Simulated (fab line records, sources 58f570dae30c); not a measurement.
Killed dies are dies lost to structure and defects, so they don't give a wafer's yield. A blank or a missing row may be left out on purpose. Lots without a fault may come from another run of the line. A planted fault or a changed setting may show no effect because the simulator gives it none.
One fault seen from 2 desks | flow berkeley_cmos170 | each desk has only its own numbers; what lay behind them comes last

THE TOOL OWNER'S DESK: litho_track-02
The tool's own readings at UCB170_PFIELD_DEVELOP_05 (develop time 45 s): means of the sampled wafers that have a number, for each lot that ran on this tool. A lot is out of limits, marked OUT, if its mean lies more than 4 standard deviations from the usual mean; the brackets give that distance.
Columns: A = resist_line_temp_C at UCB170_PFIELD_DEVELOP_05, usual 23.02 C
lot  | first seen here | A
L845 | day 5 10:00     | 22.98
L849 | day 6 15:00     | 23.00
L850 | day 6 15:00     | 22.94
L856 | day 7 18:00     | 23.18
L858 | day 8 04:00     | 23.04
This desk's finding: nothing out of limits on any of the 5 lots.

THE METROLOGY DESK
What the gauges read, lot by lot, whatever tool the lot ran on: means of the sampled wafers that have a number. A lot is out of limits, marked OUT, if its mean lies more than 4 standard deviations from the usual mean; the brackets give that distance.
Columns: A = PFIELD_OVL at UCB170_PFIELD_OVL_MEAS_06, usual 0 nm; B = PFIELD_TW at UCB170_PFIELD_TW_MEAS_09, usual 604; C = FIELD_OXIDE_LEFT_1_THK at UCB170_FIELD_THK_MEAS_90, usual 439 nm
lot  | first seen here | A  | B                    | C
L843 | day 4 17:43     | -8 | 610                  | 444
L844 | day 5 05:50     | -3 | 603                  | 443
L842 | day 5 06:07     | -3 | 603                  | 424
L845 | day 5 10:17     | 1  | 603                  | 426
L846 | day 5 10:20     | 6  | 604                  | 429
L848 | day 6 01:13     | 1  | 601                  | 451
L850 | day 6 15:32     | 0  | 605                  | 439
L849 | day 6 15:48     | 2  | 602                  | 444
L854 | day 7 06:40     | 7  | 603                  | 456
L856 | day 7 18:47     | 2  | 63 (-99 or more) OUT | 444
L858 | day 8 05:04     | -0 | 61 (-99 or more) OUT | 450
L862 | day 9 00:05     | 7  | 606                  | 446
L863 | day 9 00:28     | -0 | 604                  | 433
L865 | day 9 17:44     | -4 | 602                  | 432
This desk's finding: out of limits on L856, L858; first on L856, day 7 19:13 (PFIELD_TW at UCB170_PFIELD_TW_MEAS_09). In limits: L843, L844, L842, L845, L846, L848, L850, L849, L854, L862, L863, L865.

PUT TOGETHER
The metrology desk could have raised an alarm at day 7 19:13, on L856, L858.
The tool owner's desk saw nothing out of limits.
The tool owner's desk has L856, L858 on record, within its limits.
Of the lots named, all ran UCB170_PFIELD_DEVELOP_05 on litho_track-02.

WHAT THE SIMULATOR HAD PUT IN
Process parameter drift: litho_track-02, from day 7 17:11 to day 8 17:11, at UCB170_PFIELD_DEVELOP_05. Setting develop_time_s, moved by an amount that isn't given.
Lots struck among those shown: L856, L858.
Hours from the fault's start to each desk's first reading out of limits: the metrology desk, 2.
